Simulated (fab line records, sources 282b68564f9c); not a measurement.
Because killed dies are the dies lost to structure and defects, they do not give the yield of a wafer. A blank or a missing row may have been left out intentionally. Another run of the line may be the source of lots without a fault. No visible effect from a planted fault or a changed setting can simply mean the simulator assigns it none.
Which of the tools did it? / flow rit cmos / 13 lots with 39 wafers sampled at 2 steps, on a route of 202 steps

WHAT THE GAUGES SHOWED, per wafer
RIT_CONTACT_THK_MEAS_01. Usual: for CONTACT_TEOS_THK the level is 401 nm and the standard deviation is 5.3.
lot=L207; measured=day 3 23:05; on=film metro-03; CONTACT_TEOS_THK (nm)=392 398 397; flag=
lot=L209; measured=day 4 10:54; on=film metro-01; CONTACT_TEOS_THK (nm)=397 394 396; flag=
lot=L210; measured=day 4 11:02; on=film metro-04; CONTACT_TEOS_THK (nm)=392 401 403; flag=
lot=L211; measured=day 4 17:28; on=film metro-03; CONTACT_TEOS_THK (nm)=392 388 403; flag=
lot=L214; measured=day 4 22:20; on=film metro-03; CONTACT_TEOS_THK (nm)=397 407 406; flag=
lot=L213; measured=day 4 23:58; on=film metro-04; CONTACT_TEOS_THK (nm)=401 400 409; flag=
lot=L215; measured=day 5 03:35; on=film metro-04; CONTACT_TEOS_THK (nm)=400 410 406; flag=
lot=L217; measured=day 5 11:45; on=film metro-03; CONTACT_TEOS_THK (nm)=402 399 409; flag=
lot=L218; measured=day 5 16:19; on=film metro-03; CONTACT_TEOS_THK (nm)=399 406 402; flag=
lot=L221; measured=day 6 08:46; on=film metro-03; CONTACT_TEOS_THK (nm)=392 404 400; flag=
lot=L225; measured=day 7 03:41; on=film metro-03; CONTACT_TEOS_THK (nm)=395 392 406; flag=
lot=L227; measured=day 7 09:49; on=film metro-03; CONTACT_TEOS_THK (nm)=402 636 405; flag=OFF
lot=L229; measured=day 7 23:14; on=film metro-01; CONTACT_TEOS_THK (nm)=399 399 407; flag=

EACH LOT AND THE TOOL THAT RAN IT (in order: tool; ch and the chambers of the sampled wafers; start)
lot=L207; RIT_CONTACT_CVD_00=pecvd-04 ch 0,1, day 3 23:01
lot=L209; RIT_CONTACT_CVD_00=pecvd-03 ch 0,2, day 4 10:50
lot=L210; RIT_CONTACT_CVD_00=pecvd-04 ch 0,1, day 4 10:59
lot=L211; RIT_CONTACT_CVD_00=pecvd-03 ch 0,1,2, day 4 17:25
lot=L214; RIT_CONTACT_CVD_00=pecvd-04 ch 0,1,2, day 4 22:16
lot=L213; RIT_CONTACT_CVD_00=pecvd-01 ch 0,2, day 4 23:55
lot=L215; RIT_CONTACT_CVD_00=pecvd-03 ch 0,1,2, day 5 03:32
lot=L217; RIT_CONTACT_CVD_00=pecvd-01 ch 0,1,2, day 5 11:41
lot=L218; RIT_CONTACT_CVD_00=pecvd-03 ch 0,2, day 5 16:14
lot=L221; RIT_CONTACT_CVD_00=pecvd-03 ch 0,1, day 6 08:41
lot=L225; RIT_CONTACT_CVD_00=pecvd-04 ch 0,1,2, day 7 03:38
lot=L227; RIT_CONTACT_CVD_00=pecvd-03 ch 1,2, day 7 09:44
lot=L229; RIT_CONTACT_CVD_00=pecvd-01 ch 0,1,2, day 7 23:11
- RIT_CONTACT_CVD_00: deposits SiO2 from TEOS, target thk 400 nm, time 61 s.

WHAT THE TOOLS THEMSELVES READ (means of the sampled wafers that have a number; where no wafer has one, the mark that the record gives instead)
RIT_CONTACT_CVD_00. Usual: 324 W for heater power w, sd 43.
lot=L207; tool=pecvd-04; heater power w (W)=327; flag=
lot=L209; tool=pecvd-03; heater power w (W)=359; flag=
lot=L210; tool=pecvd-04; heater power w (W)=323; flag=
lot=L211; tool=pecvd-03; heater power w (W)=314; flag=
lot=L214; tool=pecvd-04; heater power w (W)=286; flag=
lot=L213; tool=pecvd-01; heater power w (W)=327; flag=
lot=L215; tool=pecvd-03; heater power w (W)=329; flag=
lot=L217; tool=pecvd-01; heater power w (W)=340; flag=
lot=L218; tool=pecvd-03; heater power w (W)=335; flag=
lot=L221; tool=pecvd-03; heater power w (W)=336; flag=
lot=L225; tool=pecvd-04; heater power w (W)=319; flag=
lot=L227; tool=pecvd-03; heater power w (W)=304; flag=
lot=L229; tool=pecvd-01; heater power w (W)=343; flag=

THE ANSWER, worked out from the rows above alone
Rule: take the mean of a lot's wafers that have a number; if it is more than 3 standard deviations from the usual mean, the lot is off. A lot without any number at a reading at which 4 lots or more have one is off too. All remaining lots with rows at the step are treated as sound. Order of review: gauges by route order, followed by the tools' own readings, for which a lot's mean as printed above is used. The first step at which some lot is off is used, and at that step the reading that is off furthest; a lot without a number counts as furthest.
Off: at RIT_CONTACT_THK_MEAS_01 (CONTACT_TEOS_THK), L227.
A tool fits if, at a process step before that reading, it ran every lot that is off, and no sound lot after the first of them. The gauges at RIT_CONTACT_THK_MEAS_01 are tried like those tools. Undecided on this evidence; 2 tools fit (pecvd-03 at RIT_CONTACT_CVD_00, film metro-03 at RIT_CONTACT_THK_MEAS_01).

WHAT THE SIMULATOR HAD INSERTED
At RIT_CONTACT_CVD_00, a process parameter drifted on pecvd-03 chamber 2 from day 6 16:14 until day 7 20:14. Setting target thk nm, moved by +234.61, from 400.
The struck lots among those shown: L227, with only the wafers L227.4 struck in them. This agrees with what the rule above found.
